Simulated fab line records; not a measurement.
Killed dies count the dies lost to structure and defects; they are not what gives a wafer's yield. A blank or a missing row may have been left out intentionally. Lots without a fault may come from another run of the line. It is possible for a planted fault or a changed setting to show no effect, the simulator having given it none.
Matching of chambers ; flow berkeley-cmos170 ; UCB170_GATE_ETCH_14 on rie-diel-04: 4 sister chambers
The step etches BARC in N2/H2. 14 wafers are shown with their chamber, then 7 later ones without.

== EACH WAFER AND ITS CHAMBER ==
wafer;chamber;drypump-motor-current-A (A);throttle-valve-pct (%);oes-product-au (a.u.)
L353.1;0;5.7;13.15;0.988
L353.5;0;5.7;13.17;0.993
L353.6;1;5.5;13.20;1.029
L356.1;1;5.6;13.23;1.022
L356.3;2;5.1;13.21;1.009
L356.4;1;5.6;13.22;1.029
L365.1;3;6.0;13.31;1.010
L365.5;3;6.0;13.31;1.021
L365.6;0;5.7;13.18;1.009
L366.1;2;5.1;13.20;1.019
L366.4;1;5.6;13.21;1.018
L366.5;2;5.1;13.20;1.006
L372.2;3;6.0;13.31;1.021
L372.3;2;5.1;13.21;1.006

SIGNATURES (means of the wafers above)
reading;chamber 0;chamber 1;chamber 2;chamber 3;scatter within a chamber
drypump-motor-current-A;5.700;5.575;5.100;6.000;0.0274
throttle-valve-pct;13.1667;13.2150;13.2050;13.3100;0.0103
oes-product-au;0.99667;1.02450;1.01000;1.01733;0.00724
Rule: for each reading, subtract the chamber's mean from the wafer's reading, divide by that reading's scatter and square the result; add these up over the readings and take the root, which gives the wafer's distance from the chamber. The wafer belongs to the nearest chamber; if the next one is less than 2 further off, it can't be placed. The scatter is the square root of a quotient: the sum, over the shown wafers, of each reading's squared deviation from its chamber's mean, divided by wafers minus chambers.

== WAFERS WHOSE CHAMBER IS MISSING ==
wafer;drypump-motor-current-A (A);throttle-valve-pct (%);oes-product-au (a.u.)
L372.5;5.1;13.21;1.012
L376.4;6.0;13.31;1.019
L376.5;6.0;13.30;1.027
L376.6;5.6;13.19;1.017
L375.1;5.6;13.21;1.008
L375.4;5.7;13.18;1.021
L375.5;5.7;13.17;1.009

== EACH ONE'S CHAMBER ==
wafer;from the rows above;in truth
L372.5;2;2
L376.4;3;3
L376.5;3;3
L376.6;1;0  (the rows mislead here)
L375.1;1;1
L375.4;0;0
L375.5;0;0
Correctly placed: 6 of 7. Can't be placed from these rows: 0. 1 placed wrongly.
